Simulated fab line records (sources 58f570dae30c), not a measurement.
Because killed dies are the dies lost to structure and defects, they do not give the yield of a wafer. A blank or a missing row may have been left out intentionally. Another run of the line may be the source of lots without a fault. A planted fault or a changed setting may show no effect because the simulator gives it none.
The tool behind it: which one? | flow berkeleyCmos170 | 42 wafers from 14 lots sampled at 6 of the route's 331 steps

## WHAT THE GAUGES SHOWED, per wafer
UCB170_M1_CD_MEAS_90: the cd target is 700 nm.
lot  | measured     | on       | cdNm (nm)
L183 | day 8 03:01  | cdSem-01 | 696.4 696.3 697.2
L179 | day 8 04:59  | cdSem-01 | 695.0 698.5 698.7
L182 | day 8 11:59  | cdSem-01 | 697.6 699.3 696.6
L181 | day 8 12:17  | cdSem-02 | 698.5 698.5 699.8
L186 | day 9 14:10  | cdSem-02 | 700.1 700.1 699.3
L188 | day 9 15:34  | cdSem-01 | 697.7 695.4 697.2
L192 | day 10 14:03 | cdSem-01 | 700.4 696.9 700.0
L189 | day 10 16:47 | cdSem-01 | 694.4 696.2 697.3
L191 | day 10 16:53 | cdSem-01 | 697.4 697.8 697.3
L195 | day 10 21:38 | cdSem-01 | 696.4 696.4 699.6
L197 | day 11 14:21 | cdSem-01 | 695.8 695.9 695.2
L200 | day 12 03:32 | cdSem-02 | 702.2 698.9 704.7
L202 | day 12 15:08 | cdSem-01 | 700.6 701.5 701.2
L201 | day 12 16:28 | cdSem-01 | 703.3 702.2 701.0

UCB170_M2_OVL_MEAS_16.
lot  | measured     | on         | M2_OVL (nm)
L183 | day 8 14:20  | overlay-01 | 6 6 3
L179 | day 8 15:55  | overlay-02 | 10 2 6
L182 | day 9 01:38  | overlay-01 | 11 8 1
L181 | day 9 01:46  | overlay-02 | 6 3 8
L186 | day 9 21:39  | overlay-02 | 9 -2 4
L188 | day 9 22:41  | overlay-02 | 12 7 11
L192 | day 10 20:03 | overlay-01 | 2 4 5
L189 | day 11 03:05 | overlay-02 | 1 13 7
L191 | day 11 03:20 | overlay-02 | -6 3 -5
L195 | day 11 06:56 | overlay-01 | 5 5 1
L197 | day 11 20:58 | overlay-01 | 8 1 8
L200 | day 12 10:47 | overlay-01 | 7 11 15
L202 | day 12 21:19 | overlay-02 | -1 -4 -5
L201 | day 12 22:25 | overlay-01 | -6 -1 -2

UCB170_M3_RS_MEAS_02: measures by four-point-probe.
lot  | measured     | on           | M3_AL_RS (ohm/sq)
L183 | day 8 20:34  | filmMetro-03 | 0.0324 0.0326 0.0325
L179 | day 8 21:59  | filmMetro-03 | 0.0318 0.0320 0.0319
L182 | day 9 04:44  | filmMetro-01 | 0.0321 0.0323 0.0322
L181 | day 9 04:53  | filmMetro-04 | 0.0321 0.0320 0.0319
L186 | day 10 00:42 | filmMetro-04 | 0.0320 0.0318 0.0319
L188 | day 10 01:37 | filmMetro-04 | 0.0323 0.0322 0.0321
L192 | day 10 23:29 | filmMetro-03 | 0.0204 0.0204 0.0205
L189 | day 11 06:51 | filmMetro-03 | 0.0320 0.0322 0.0322
L191 | day 11 07:09 | filmMetro-03 | 0.0206 0.0205 0.0205
L195 | day 11 10:13 | filmMetro-01 | 0.0317 0.0316 0.0320
L197 | day 12 00:00 | filmMetro-03 | 0.0322 0.0320 0.0321
L200 | day 12 13:41 | filmMetro-04 | 0.0319 0.0318 0.0320
L202 | day 13 00:13 | filmMetro-03 | 0.0329 0.0323 0.0329
L201 | day 13 01:32 | filmMetro-01 | 0.0319 0.0323 0.0322

UCB170_M3_THK_MEAS_03: measures by xrf.
lot  | measured     | on           | M3_AL_THK (nm)
L183 | day 8 20:40  | filmMetro-03 | 896 893 898
L179 | day 8 22:05  | filmMetro-03 | 916 907 912
L182 | day 9 04:51  | filmMetro-01 | 914 910 916
L181 | day 9 05:00  | filmMetro-04 | 911 909 911
L186 | day 10 00:49 | filmMetro-04 | 908 915 912
L188 | day 10 01:43 | filmMetro-04 | 898 901 903
L192 | day 10 23:36 | filmMetro-03 | 1414 1418 1409
L189 | day 11 06:58 | filmMetro-03 | 914 908 908
L191 | day 11 07:16 | filmMetro-03 | 1412 1418 1418
L195 | day 11 10:20 | filmMetro-01 | 934 939 924
L197 | day 12 00:07 | filmMetro-03 | 912 915 919
L200 | day 12 13:49 | filmMetro-04 | 908 919 914
L202 | day 13 00:20 | filmMetro-03 | 900 918 897
L201 | day 13 01:39 | filmMetro-01 | 925 913 915

## EACH LOT AND THE TOOL THAT RAN IT (in order: tool; ch and the chambers of the sampled wafers; start)
lot  | UCB170_V2_ETCH_14                 | UCB170_M3_SPUTTER_01
L183 | rieDiel-04 ch 0,3, day 8 19:58    | pvdSputter-01, day 8 20:26
L179 | rieDiel-04 ch 1,3, day 8 21:25    | pvdSputter-01, day 8 21:53
L182 | rieDiel-01 ch 1,2, day 9 04:10    | pvdSputter-01, day 9 04:39
L181 | rieDiel-02 ch 0,3, day 9 04:19    | pvdSputter-02, day 9 04:47
L186 | rieDiel-02 ch 0,1,2, day 10 00:08 | pvdSputter-02, day 10 00:35
L188 | rieDiel-01 ch 1,3, day 10 01:02   | pvdSputter-03, day 10 01:31
L192 | rieDiel-02 ch 0,1,2, day 10 22:56 | pvdSputter-01, day 10 23:23
L189 | rieDiel-04 ch 0,1,3, day 11 06:17 | pvdSputter-02, day 11 06:45
L191 | rieDiel-01 ch 0,2, day 11 06:34   | pvdSputter-01, day 11 07:04
L195 | rieDiel-04 ch 0,2, day 11 09:40   | pvdSputter-03, day 11 10:08
L197 | rieDiel-04 ch 0,1, day 11 23:28   | pvdSputter-02, day 11 23:55
L200 | rieDiel-02 ch 0,1,3, day 12 13:08 | pvdSputter-03, day 12 13:37
L202 | rieDiel-02 ch 2,3, day 12 23:40   | pvdSputter-02, day 13 00:08
L201 | rieDiel-01 ch 0,1, day 13 00:58   | pvdSputter-03, day 13 01:26
- UCB170_V2_ETCH_14: etches SiO2 in CHF3/CF4/Ar, stops on Al, target depth 1250 nm, time 291 s.
- UCB170_M3_SPUTTER_01: material Al, target thk 900 nm, time 120 s.

## AS READ BY THE TOOLS THEMSELVES (means over the sampled wafers that have a number; for cases with no such wafer, the mark the record gives instead)
UCB170_V2_ETCH_14.
lot  | tool       | drypumpMotorCurrentA (A) | oesProductAu (a.u.) | throttleValvePct (%)
L183 | rieDiel-04 | 6.2                      | 0.866               | 6.98
L179 | rieDiel-04 | 5.8                      | 0.872               | 6.74
L182 | rieDiel-01 | 5.4                      | 0.889               | 6.97
L181 | rieDiel-02 | 5.2                      | 0.867               | 6.97
L186 | rieDiel-02 | 5.6                      | 0.870               | 6.96
L188 | rieDiel-01 | 5.8                      | 0.863               | 6.99
L192 | rieDiel-02 | 5.5                      | 0.868               | 6.96
L189 | rieDiel-04 | 5.8                      | 0.866               | 6.88
L191 | rieDiel-01 | 5.4                      | 0.894               | 7.10
L195 | rieDiel-04 | 5.8                      | 0.871               | 7.06
L197 | rieDiel-04 | 5.6                      | 0.874               | 6.90
L200 | rieDiel-02 | 5.5                      | 0.872               | 6.97
L202 | rieDiel-02 | 5.9                      | 0.888               | 6.90
L201 | rieDiel-01 | 5.3                      | 0.883               | 6.95

UCB170_M3_SPUTTER_01.
lot  | tool          | chamberPressurePa (Pa) | throttleValvePct (%)
L183 | pvdSputter-01 | 0.5002                 | 28.8
L179 | pvdSputter-01 | 0.5000                 | 29.3
L182 | pvdSputter-01 | 0.4996                 | 30.0
L181 | pvdSputter-02 | 0.5002                 | 29.9
L186 | pvdSputter-02 | 0.4997                 | 30.1
L188 | pvdSputter-03 | 0.4991                 | 30.2
L192 | pvdSputter-01 | 0.5000                 | 28.6
L189 | pvdSputter-02 | 0.5006                 | 29.3
L191 | pvdSputter-01 | 0.4991                 | 29.7
L195 | pvdSputter-03 | 0.5003                 | 30.9
L197 | pvdSputter-02 | 0.4991                 | 30.3
L200 | pvdSputter-03 | 0.5003                 | 31.0
L202 | pvdSputter-02 | 0.4993                 | 29.6
L201 | pvdSputter-03 | 0.5010                 | 30.7

## THE ANSWER, worked out from the rows above alone
Rule: the usual values come from the lots themselves. The widest of any qualifying gaps counts: lots, ordered by their means at a reading, are off when they make up no more than a third of the lots, leave a main group of 4 or more, and stand apart from it by 3 or more times the standard deviation of that group's means. A main group is skipped when, at the precision printed for the reading in the tables above, its means are all equal. A lot without any number at a reading at which 4 lots or more have one is off too. All remaining lots with rows at the step are treated as sound. The gauges are gone through in route order, then the tools' own readings, and for those a lot's mean is taken as printed above. The first step at which some lot is off is used, and at that step the reading that is off furthest; a lot without a number counts as furthest.
Off: L192, L191, seen at UCB170_M3_RS_MEAS_02 (M3_AL_RS). For the main group the mean is 0.0321 ohm/sq and the standard deviation 0.00025.
If a tool, at a process step before that reading, ran all the lots that are off and no sound lot after the first of them, it fits. The gauges at UCB170_M3_RS_MEAS_02 are tried like those tools. One fits: UCB170_M3_SPUTTER_01 on pvdSputter-01. Its last sound lot is L182 (day 9 04:39), its first lot that is off L192 (day 10 23:23): a fault that began between those two fits.

## WHAT THE SIMULATOR PUT IN
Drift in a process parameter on pvdSputter-01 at UCB170_M3_SPUTTER_01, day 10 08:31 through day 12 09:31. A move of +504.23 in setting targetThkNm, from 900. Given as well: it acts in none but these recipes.
Struck lots among those shown: L192, L191. The rule above found the same.
